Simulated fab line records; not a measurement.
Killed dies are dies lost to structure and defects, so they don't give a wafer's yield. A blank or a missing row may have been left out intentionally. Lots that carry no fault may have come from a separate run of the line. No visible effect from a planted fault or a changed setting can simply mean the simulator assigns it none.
A lot that was struck, set against a sound lot || flow rit_cmos || 17 out of 202 route steps
Sound: the wafers L957.1, L957.3, L957.5. Struck: wafers L953.1, L953.2, L953.3. At the end, the cause is stated.
Per side, at each step with rows, come the tool, then ch with its chambers, and then its first start. Under that, the readings that differ: sound wafers || struck wafers || difference of the means || sigmas: that difference in standard deviations of wafers without a fault.
alike: readings with means less than 2 such deviations apart, plus words and numbers identical on both sides. not compared: withheld readings, readings lacking a value on some wafer, bounds such as >300 that could conceal the same value, and numbers that have no deviation in the record and whose values overlap.
A row with sigmas, a row that says differs or no value, or rows on one side alone: a step with any of these is where the two part. Numbers that don't overlap but have no deviation are shown without sigmas and don't part them. Lack of a reading on every wafer of one side parts them only where that side has two or more wafers.

RIT_NWELL_TW_MEAS_10:
  sound: film_metro-04 at day 5 12:18; struck: film_metro-03 at day 4 17:56
  alike: NWELL_TW
then, 6 steps without rows for these wafers: RIT_PWELL_HMDS_00 (prime time 60 s); RIT_PWELL_COAT_01 (resist thk 1300 nm); RIT_PWELL_SOFTBAKE_02 (time 60 s); RIT_PWELL_EXPOSE_03 (exposes mask M3, target cd 43700 nm); RIT_PWELL_PEB_04; RIT_PWELL_DEVELOP_05 (develop time 68 s).
RIT_PWELL_OVL_MEAS_06:
  sound: overlay-02 at day 5 13:14; struck: overlay-01 at day 4 19:00
  alike: PWELL_OVL
then, 2 steps without rows for these wafers: RIT_PWELL_HARDBAKE_07 (time 120 s); RIT_PWELL_IMPLANT_08.
RIT_PWELL_STRIP_09: strips in O2, time 180 s.
  sound on plasma_asher-04 ch 0,1, day 5 13:41; struck on plasma_asher-04 ch 0,1, day 4 19:27
  alike: drypump_motor_current_A
  not compared: rf_hours_counter_h
RIT_PWELL_TW_MEAS_10:
  sound: film_metro-03 at day 5 13:52; struck: film_metro-04 at day 4 19:37
  alike: PWELL_TW
RIT_WELLDRIVE_ANNEAL_00: time 14700 s.
  sound on furnace-01 ch 0, day 5 13:55; struck on furnace-03 ch 0, day 4 19:41
{"reading": "spike_tc_centre_C (C)", "sound": "1104.8 1104.3 1101.8", "struck": "1117.5 1118.2 1117.5", "difference": "+14.1", "sigmas": "+12"}
{"reading": "spike_tc_load_C (C)", "sound": "1131 1131 1129", "struck": "1142 1140 1140", "difference": "+10", "sigmas": "+3"}
{"reading": "spike_tc_source_C (C)", "sound": "1129.3 1131.3 1129.7", "struck": "1140.0 1141.3 1142.1", "difference": "+11.0", "sigmas": "+5"}
{"reading": "tube_center_temp_C (C)", "sound": "1099.8 1100 1100", "struck": "1115.1 1115 1115.1", "difference": "+15.1", "sigmas": "+99 or more"}
{"reading": "tube_center_temp_C_max", "sound": "1102.7 1102.7 1102.3", "struck": "1117.6 1118.4 1117.4", "difference": "+15.2", "sigmas": "+31"}
RIT_WELLDRIVE_RS_MEAS_01: the measuring method here is four-point-probe.
  sound: film_metro-03 at day 5 19:00; struck: film_metro-03 at day 5 00:46
{"reading": "NWELL_RS (ohm/sq)", "sound": "276.4 277.0 276.4", "struck": "259.9 259.1 258.8", "difference": -17.3, "sigmas": -24}
RIT_WELLDRIVE_RS_MEAS_02: the measuring method here is four-point-probe.
  sound: film_metro-03 at day 5 19:07; struck: film_metro-03 at day 5 00:53
{"reading": "PWELL_RS (ohm/sq)", "sound": "429.6 428.7 430.0", "struck": "411.3 412.8 411.1", "difference": -17.7, "sigmas": -14}
then, 1 step without rows for these wafers: RIT_NRETRO_HMDS_00 (prime time 60 s).
RIT_M1_PROBE_99:
  sound: prober-02 at day 7 00:28; struck: prober-02 at day 6 07:12
{"reading": "model.etest.nwell_pinched.rs_ohm_sq", "sound": "336 330.3 339.1", "struck": "313.1 310.7 306.8", "difference": -24.9, "sigmas": ""}
{"reading": "model.etest.pwell_pinched.rs_ohm_sq", "sound": "455.7 449.4 456.4", "struck": "431.9 435.7 429.3", "difference": -21.5, "sigmas": ""}
{"reading": "model.etest.pwell.rs_ohm_sq", "sound": "414.4 411.2 411.9", "struck": "395.8 397.6 393.3", "difference": -16.9, "sigmas": ""}
{"reading": "model.etest.field_n.vt_v (V)", "sound": "34.67 34.91 34.75", "struck": "32.04 31.97 32.24", "difference": -2.69, "sigmas": ""}
{"reading": "model.etest.iso_nwell_nwell.bv_v (V)", "sound": "22.14 22.11 22.24", "struck": "23.25 23 22.93", "difference": "+0.90", "sigmas": ""}
{"reading": "model.etest.field_p.vt_v (V)", "sound": "-12.9 -12.9 -12.88", "struck": "-12.93 -12.94 -12.94", "difference": -0.04, "sigmas": ""}
{"reading": "model.etest.diode_pplus_nwell.bv_v (V)", "sound": "6.631 6.55 6.622", "struck": "6.977 6.913 6.879", "difference": "+0.322", "sigmas": ""}
  alike: killed_at_M0_to_M3, killed_at_contacts, killed_at_front_end, killed_dies, killed_open, killed_short
  not compared: model.etest.field_p_metal.vt_v

## WHERE THEY PART
First at RIT_WELLDRIVE_ANNEAL_00; last, within this record, at RIT_WELLDRIVE_RS_MEAS_02. Later steps at which nothing parts them and some readings are alike: RIT_M1_PROBE_99.

WHY: whatever the simulator had introduced
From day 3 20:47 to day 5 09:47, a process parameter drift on furnace-03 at RIT_WELLDRIVE_ANNEAL_00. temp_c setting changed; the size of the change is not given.
